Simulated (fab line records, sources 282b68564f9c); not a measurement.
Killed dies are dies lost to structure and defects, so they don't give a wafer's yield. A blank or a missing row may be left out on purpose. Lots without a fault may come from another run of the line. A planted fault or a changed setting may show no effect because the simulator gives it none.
Split-lot experiment | flow rit_cmos | 5 lots, 23 wafers read, on a route of 202 steps

THE SPLIT
At RIT_M1_METAL_ETCH_12 (etches Al in Cl2/BCl3, stops on SiO2, time 165 s, target depth 600 nm), the setting rf_w was moved away from the recipe's 250 W on 11 of the 23 wafers read, by -7.2% to +11.7%. The other wafers ran this setting at the recipe's value.

The reading is taken at the split's own step.

THE READING
NOVOLAK_of_M1_COAT_04.thk_nm (the simulator's own value, which no gauge read), in nm, at RIT_M1_METAL_ETCH_12 (etches Al in Cl2/BCl3, stops on SiO2, time 165 s, target depth 600 nm). The file gives no usual value for it. The 12 wafers here that ran the recipe average 803.7 nm, standard deviation 7.8 nm.

wafer  | tool, chamber at the split | rf_w as run, W | against the recipe | NOVOLAK_of_M1_COAT_04.thk_nm, nm | against lot-mates on the recipe
L078.2 | rie_metal-01, 1            | 250            | recipe             | 806                              | -
L078.3 | rie_metal-01, 0            | 277.3          | +10.9%             | 764.6                            | -40.1
L078.4 | rie_metal-01, 1            | 250            | recipe             | 803.4                            | -
L078.5 | rie_metal-01, 1            | 277.3          | +10.9%             | 763.9                            | -40.8
L078.6 | rie_metal-01, 0            | 277.3          | +10.9%             | 762.9                            | -41.8
L080.1 | rie_metal-02, 1            | 250            | recipe             | 810.3                            | -
L080.4 | rie_metal-02, 0            | 250            | recipe             | 816.3                            | -
L080.5 | rie_metal-02, 0            | 250            | recipe             | 817.3                            | -
L081.1 | rie_metal-01, 0            | 279.3          | +11.7%             | 760                              | -38.3
L081.2 | rie_metal-01, 1            | 279.3          | +11.7%             | 763.4                            | -34.9
L081.3 | rie_metal-01, 0            | 250            | recipe             | 796.4                            | -
L081.4 | rie_metal-01, 1            | 250            | recipe             | 804.1                            | -
L081.5 | rie_metal-01, 0            | 250            | recipe             | 794.4                            | -
L082.1 | rie_metal-03, 1            | 250            | recipe             | 804.6                            | -
L082.2 | rie_metal-03, 0            | 232.1          | -7.2%              | 813.8                            | +9.6
L082.4 | rie_metal-03, 0            | 232.1          | -7.2%              | 810.2                            | +6.0
L082.5 | rie_metal-03, 1            | 250            | recipe             | 803.7                            | -
L082.6 | rie_metal-03, 0            | 232.1          | -7.2%              | 813.2                            | +9.0
L085.1 | rie_metal-03, 0            | 250            | recipe             | 791.8                            | -
L085.2 | rie_metal-03, 1            | 278.1          | +11.2%             | 763.4                            | -30.4
L085.4 | rie_metal-03, 0            | 278.1          | +11.2%             | 754.6                            | -39.2
L085.5 | rie_metal-03, 0            | 250            | recipe             | 795.8                            | -
L085.6 | rie_metal-03, 1            | 278.1          | +11.2%             | 768                              | -25.8

THE FIT
A straight line over all 23 wafers: NOVOLAK_of_M1_COAT_04.thk_nm changes by -3.1 nm for each +1% of rf_w; r = -0.93; the points scatter about the line by 8 nm.
The same after taking each lot's own level away (the mean of its wafers on the recipe; 23 wafers): -2.76 nm for each +1%; r = -0.95; scatter 5.9 nm.
On that fit, the largest move of rf_w shifts the reading by 32 nm.
The lots' own levels span 793.80 to 814.63 nm, that is 2.7 times the standard deviation above.
So the lot-to-lot level changes the slope: the two fits differ.
Check: with one of the wafers moved furthest among these (+11.7%) left out of the fit, the line predicts -35.4 nm for it against its lot-mates. It came out at -38.3 nm against them.

OTHER SPLITS ON THESE WAFERS
These wafers also went through other splits before the reading. Each is held against what the fit with the lots' levels taken away leaves over:
other split on the same wafers | wafers away from the commonest value | r with NOVOLAK_of_M1_COAT_04.thk_nm (lot level and that fit taken away)
RIT_CONTACT_CVD_00 time_s      | 5                                    | -0.02
RIT_CONTACT_ETCH_11 rf_w       | 9                                    | +0.18

THE FILE'S OWN FIT
NOVOLAK_of_M1_COAT_04.thk_nm changes by -2.98 nm for each +1% of rf_w, r = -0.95.
